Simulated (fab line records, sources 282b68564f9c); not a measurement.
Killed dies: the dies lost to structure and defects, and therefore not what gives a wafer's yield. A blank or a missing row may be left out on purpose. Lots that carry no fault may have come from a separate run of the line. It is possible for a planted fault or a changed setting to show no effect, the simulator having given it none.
Lot-split experiment || flow rit cmos || 5 lots, 23 wafers read, on a route of 202 steps

ON THE SPLIT
At RIT_SDANNEAL_RTA_03 (time 5 s), the setting time s was moved away from the recipe's 5 s on 4 of the 23 wafers read, by -11.6% to +5.4%. The other wafers ran this setting at the recipe's value.

THE PATH FROM SPLIT TO READING: the file shows 1 step between them
- RIT_SDANNEAL_RS_MEAS_04: measures by four-point-probe

THE READING
PLDD_RS in ohm/sq, measured at RIT_SDANNEAL_RS_MEAS_06 by four-point-probe. Typical for fault-free wafers on this fab line: 178.7 ohm/sq, with standard deviation 0.43 ohm/sq.

{"wafer": "L074.2", "tool, chamber at the split": "rtp anneal-02, 0", "time s as run, s": 5, "against the recipe": "recipe", "PLDD_RS, ohm/sq": 178.6, "against lot-mates on the recipe": "-"}
{"wafer": "L074.3", "tool, chamber at the split": "rtp anneal-02, 0", "time s as run, s": 5, "against the recipe": "recipe", "PLDD_RS, ohm/sq": 178.4, "against lot-mates on the recipe": "-"}
{"wafer": "L074.4", "tool, chamber at the split": "rtp anneal-02, 0", "time s as run, s": 5, "against the recipe": "recipe", "PLDD_RS, ohm/sq": 178.8, "against lot-mates on the recipe": "-"}
{"wafer": "L074.5", "tool, chamber at the split": "rtp anneal-02, 0", "time s as run, s": 5, "against the recipe": "recipe", "PLDD_RS, ohm/sq": 178.5, "against lot-mates on the recipe": "-"}
{"wafer": "L074.6", "tool, chamber at the split": "rtp anneal-02, 0", "time s as run, s": 5, "against the recipe": "recipe", "PLDD_RS, ohm/sq": 178.9, "against lot-mates on the recipe": "-"}
{"wafer": "L075.1", "tool, chamber at the split": "rtp anneal-01, 0", "time s as run, s": 5.271, "against the recipe": "+5.4%", "PLDD_RS, ohm/sq": 177.5, "against lot-mates on the recipe": -0.6}
{"wafer": "L075.2", "tool, chamber at the split": "rtp anneal-01, 0", "time s as run, s": 5.271, "against the recipe": "+5.4%", "PLDD_RS, ohm/sq": 177.2, "against lot-mates on the recipe": -0.9}
{"wafer": "L075.3", "tool, chamber at the split": "rtp anneal-01, 0", "time s as run, s": 5, "against the recipe": "recipe", "PLDD_RS, ohm/sq": 177.7, "against lot-mates on the recipe": "-"}
{"wafer": "L075.4", "tool, chamber at the split": "rtp anneal-01, 0", "time s as run, s": 5, "against the recipe": "recipe", "PLDD_RS, ohm/sq": 178.4, "against lot-mates on the recipe": "-"}
{"wafer": "L075.6", "tool, chamber at the split": "rtp anneal-01, 0", "time s as run, s": 5, "against the recipe": "recipe", "PLDD_RS, ohm/sq": 178.2, "against lot-mates on the recipe": "-"}
{"wafer": "L081.1", "tool, chamber at the split": "rtp anneal-01, 0", "time s as run, s": 5, "against the recipe": "recipe", "PLDD_RS, ohm/sq": 179.0, "against lot-mates on the recipe": "-"}
{"wafer": "L081.2", "tool, chamber at the split": "rtp anneal-01, 0", "time s as run, s": 5, "against the recipe": "recipe", "PLDD_RS, ohm/sq": 178.6, "against lot-mates on the recipe": "-"}
{"wafer": "L081.6", "tool, chamber at the split": "rtp anneal-01, 0", "time s as run, s": 5, "against the recipe": "recipe", "PLDD_RS, ohm/sq": 178.7, "against lot-mates on the recipe": "-"}
{"wafer": "L082.1", "tool, chamber at the split": "rtp anneal-02, 0", "time s as run, s": 5, "against the recipe": "recipe", "PLDD_RS, ohm/sq": 179.5, "against lot-mates on the recipe": "-"}
{"wafer": "L082.2", "tool, chamber at the split": "rtp anneal-02, 0", "time s as run, s": 5, "against the recipe": "recipe", "PLDD_RS, ohm/sq": 179.5, "against lot-mates on the recipe": "-"}
{"wafer": "L082.3", "tool, chamber at the split": "rtp anneal-02, 0", "time s as run, s": 4.419, "against the recipe": "-11.6%", "PLDD_RS, ohm/sq": 181.3, "against lot-mates on the recipe": "+2.1"}
{"wafer": "L082.4", "tool, chamber at the split": "rtp anneal-02, 0", "time s as run, s": 4.419, "against the recipe": "-11.6%", "PLDD_RS, ohm/sq": 180.9, "against lot-mates on the recipe": "+1.7"}
{"wafer": "L082.6", "tool, chamber at the split": "rtp anneal-02, 0", "time s as run, s": 5, "against the recipe": "recipe", "PLDD_RS, ohm/sq": 178.6, "against lot-mates on the recipe": "-"}
{"wafer": "L084.1", "tool, chamber at the split": "rtp anneal-02, 0", "time s as run, s": 5, "against the recipe": "recipe", "PLDD_RS, ohm/sq": 179.2, "against lot-mates on the recipe": "-"}
{"wafer": "L084.2", "tool, chamber at the split": "rtp anneal-02, 0", "time s as run, s": 5, "against the recipe": "recipe", "PLDD_RS, ohm/sq": 178.9, "against lot-mates on the recipe": "-"}
{"wafer": "L084.4", "tool, chamber at the split": "rtp anneal-02, 0", "time s as run, s": 5, "against the recipe": "recipe", "PLDD_RS, ohm/sq": 179.0, "against lot-mates on the recipe": "-"}
{"wafer": "L084.5", "tool, chamber at the split": "rtp anneal-02, 0", "time s as run, s": 5, "against the recipe": "recipe", "PLDD_RS, ohm/sq": 178.4, "against lot-mates on the recipe": "-"}
{"wafer": "L084.6", "tool, chamber at the split": "rtp anneal-02, 0", "time s as run, s": 5, "against the recipe": "recipe", "PLDD_RS, ohm/sq": 178.5, "against lot-mates on the recipe": "-"}

THE FIT
A straight line over all 23 wafers: PLDD_RS changes by -0.215 ohm/sq for each +1% of time s; r = -0.90; the points scatter about the line by 0.42 ohm/sq.
The same after taking each lot's own level away (the mean of its wafers on the recipe; 23 wafers): -0.158 ohm/sq for each +1%; r = -0.91; scatter 0.28 ohm/sq.
According to that fit, moving time s by its largest amount changes the reading by 1.8 ohm/sq.
The lots' own levels span 178.10 to 179.20 ohm/sq, that is 2.6 times the standard deviation above.
In other words, the slope is changed by the lot-to-lot level; the two fits disagree.
Check: with one of the wafers moved furthest among these (-11.6%) left out of the fit, the line predicts +1.68 ohm/sq for it against its lot-mates. It came out at +2.1 ohm/sq against them.

OTHER SPLITS ON THESE WAFERS
Before the reading, these wafers also passed through other splits. Each is held against what the fit with the lots' levels taken away leaves over:
{"other split on the same wafers": "RIT_REOX_OXIDATION_03 ox time s", "wafers away from the commonest value": 15, "r with PLDD_RS (lot level and that fit taken away)": -0.01}
{"other split on the same wafers": "RIT_NLDD_HARDBAKE_07 temp c", "wafers away from the commonest value": 9, "r with PLDD_RS (lot level and that fit taken away)": -0.02}
{"other split on the same wafers": "RIT_NLDD_IMPLANT_08 energy kev", "wafers away from the commonest value": 5, "r with PLDD_RS (lot level and that fit taken away)": "+0.00"}
{"other split on the same wafers": "RIT_PLDD_IMPLANT_08 tilt deg", "wafers away from the commonest value": 6, "r with PLDD_RS (lot level and that fit taken away)": "+0.33"}
{"other split on the same wafers": "RIT_SPACER_ETCHBACK_05 time s", "wafers away from the commonest value": 7, "r with PLDD_RS (lot level and that fit taken away)": "+0.29"}
{"other split on the same wafers": "RIT_NSD_IMPLANT_08 energy kev", "wafers away from the commonest value": 4, "r with PLDD_RS (lot level and that fit taken away)": -0.01}

THE WHOLE CHAIN: every reading that the file lists as answering this split, in the file's order
{"step": "RIT_SDANNEAL_RS_MEAS_04", "what it does": "measures by four-point-probe", "reading": "PSD_RS", "change (the file's fit)": "-0.148 for each +1% of the setting", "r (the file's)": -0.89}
{"step": "RIT_SDANNEAL_RS_MEAS_06", "what it does": "measures by four-point-probe", "reading": "PLDD_RS", "change (the file's fit)": "-0.156 for each +1% of the setting", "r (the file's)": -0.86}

THE FILE'S OWN FIT
PLDD_RS changes by -0.156 ohm/sq for each +1% of time s, r = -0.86.
